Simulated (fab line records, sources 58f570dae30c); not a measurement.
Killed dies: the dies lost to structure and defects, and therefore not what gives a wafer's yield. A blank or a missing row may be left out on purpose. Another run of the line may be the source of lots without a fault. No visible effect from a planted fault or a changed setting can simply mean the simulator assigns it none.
One fault through the eyes of 2 desks	flow berkeley-cmos170	each desk has only its own numbers; what lay behind them comes last

== METROLOGY DESK ==
What the gauges read for every lot (on any tool): the sampled wafers with a number, averaged. If a lot's mean is further than 4 standard deviations from the usual mean, the lot is out of limits and carries the mark OUT (the distance appears in the brackets).
Columns: A = V1_OVL at UCB170_V1_OVL_MEAS_13, usual -3 nm
lot	first seen here	A
L374	day 7 16:55	-5
L375	day 8 09:04	-1
L378	day 8 15:46	-1
L377	day 8 15:54	7
L380	day 9 11:05	-8
L381	day 9 11:53	-9
L384	day 9 16:30	0
L382	day 9 16:56	-3
L386	day 9 19:13	-5
L385	day 10 06:15	5
L389	day 10 23:47	-1
L395	day 11 20:01	-4
L396	day 11 20:08	-2
This desk's verdict: no lot among the 13 shows anything out of limits.

== AT THE TOOL OWNER'S DESK: rie-diel-01 ==
The tool's own readings at UCB170_V1_ETCH_14 (etches SiO2 in CHF3/CF4/Ar, stops on Al, target depth 1250 nm, time 291 s): means of the sampled wafers that have a number, for each lot that ran on this tool. If a lot's mean is further than 4 standard deviations from the usual mean, the lot is out of limits and carries the mark OUT (the distance appears in the brackets).
Columns: A = drypump-motor-current-A at UCB170_V1_ETCH_14, usual 5.6 A; B = mfc-ar-sccm at UCB170_V1_ETCH_14, usual 150.0 sccm; C = oes-product-au at UCB170_V1_ETCH_14, usual 0.877 a.u.; D = throttle-valve-pct at UCB170_V1_ETCH_14, usual 6.94 %
lot	first seen here	A	B	C	D
L374	day 7 16:57	5.5	150.2	0.869	6.93
L377	day 8 15:56	5.6	150.6	0.889	6.93
L381	day 9 11:55	5.5	150.0	0.890	6.93
L386	day 9 19:15	5.4	150.4	0.880	6.92
L396	day 11 20:10	5.5	150.1	0.891	6.94
This desk's verdict: no lot among the 5 shows anything out of limits.

== ALL TOGETHER ==
Nothing out of limits was seen by the metrology desk.
The tool owner's desk saw nothing out of limits.

== WHAT WAS PUT IN BY THE SIMULATOR ==
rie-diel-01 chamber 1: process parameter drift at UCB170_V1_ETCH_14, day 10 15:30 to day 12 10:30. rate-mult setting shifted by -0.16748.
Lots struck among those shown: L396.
